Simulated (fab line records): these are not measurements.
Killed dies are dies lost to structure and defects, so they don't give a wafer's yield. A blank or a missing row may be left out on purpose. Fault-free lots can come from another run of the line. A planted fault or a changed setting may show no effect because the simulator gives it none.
Struck lot and sound lot, side by side | flow berkeley cmos170 | 15 steps out of a route of 331
Sound: wafers L288.1, L288.4, L288.5. Wafers struck: L294.1, L294.3, L294.5. The cause comes at the end.
For every step that has rows: the tool of each side, followed by ch and its chambers, followed by its first start. Under that, the readings that differ: sound wafers | struck wafers | difference of the means | sigmas: that difference in standard deviations of wafers without a fault.
alike: a reading whose means differ by less than 2 such deviations, as well as words and numbers matching on both sides. not compared: withheld readings; readings where some wafer has no value; bounds like >300 that might hide an equal value; numbers whose values overlap and for which the record gives no deviation.
Wherever a step has rows on one side only, a row that says differs or no value, or a row with sigmas, the two part there. Numbers that have no deviation but don't overlap get no sigmas and don't part them. A reading missing from all wafers of one side parts the sides only when that side holds two or more wafers.

first, 2 steps without rows for these wafers: UCB170_M2_COAT_05 (resist thk 900 nm); UCB170_M2_SOFTBAKE_06 (time 60 s).
UCB170_M2_STRIP_07: strips in O2.
  sound on plasma asher-02 ch 1, day 9 18:19; struck on plasma asher-02 ch 0, day 10 11:21
  alike: drypump motor current A, oes product au, strip time to endpoint s
  not compared: rf hours counter h
then, 7 steps without rows for these wafers: UCB170_M2_STRIP_08 (strips KrF in DMSO, time 600 s); UCB170_M2_COAT_09; UCB170_M2_COAT_10 (resist thk 900 nm); UCB170_M2_SOFTBAKE_11 (time 60 s); UCB170_M2_EXPOSE_12 (exposes mask METAL2, target cd 700 nm); UCB170_M2_PEB_13; UCB170_M2_DEVELOP_14 (develop time 45 s).
UCB170_M2_CD_MEAS_15 targets a cd of 700 nm.
  sound on cd sem-01, day 9 20:02; struck on cd sem-01, day 10 12:29
  alike: cd nm
UCB170_M2_OVL_MEAS_16:
  sound on overlay-01, day 9 20:09; struck on overlay-02, day 10 12:37
  alike: M2_OVL
UCB170_M2_ETCH_17: etches BARC in N2/H2.
  sound on rie diel-01 ch 0,1,2, day 9 20:11; struck on rie diel-01 ch 2,3, day 10 12:38
  reading               | sound             | struck            | difference | sigmas
  oes product au (a.u.) | 0.991 1.011 1.004 | 0.917 0.899 0.912 | -0.093     | -5
  alike: drypump motor current A, throttle valve pct
UCB170_M2_METAL_ETCH_18: etches Al in Cl2/BCl3, stops on SiO2, target depth 1170 nm, time 195 s.
  sound on rie metal-01 ch 0, day 9 20:13; struck on rie metal-02 ch 0,1, day 10 12:41
  reading                     | sound       | struck      | difference | sigmas
  drypump motor current A (A) | 6.4 6.4 6.4 | 5.4 5.4 5.6 | -0.9       | -2
  alike: oes product au, throttle valve pct
  not compared: rf hours counter h
UCB170_M3_PROBE_99:
  the record holds rows for the sound wafers here (prober-01, day 10 04:44) but none for the struck ones

WHERE THEY PART
Earliest at UCB170_M2_ETCH_17; latest, in this record, at UCB170_M3_PROBE_99.

WHY: whatever the simulator had introduced
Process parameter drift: rie diel-01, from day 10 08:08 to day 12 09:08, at UCB170_M2_ETCH_17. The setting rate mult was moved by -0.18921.
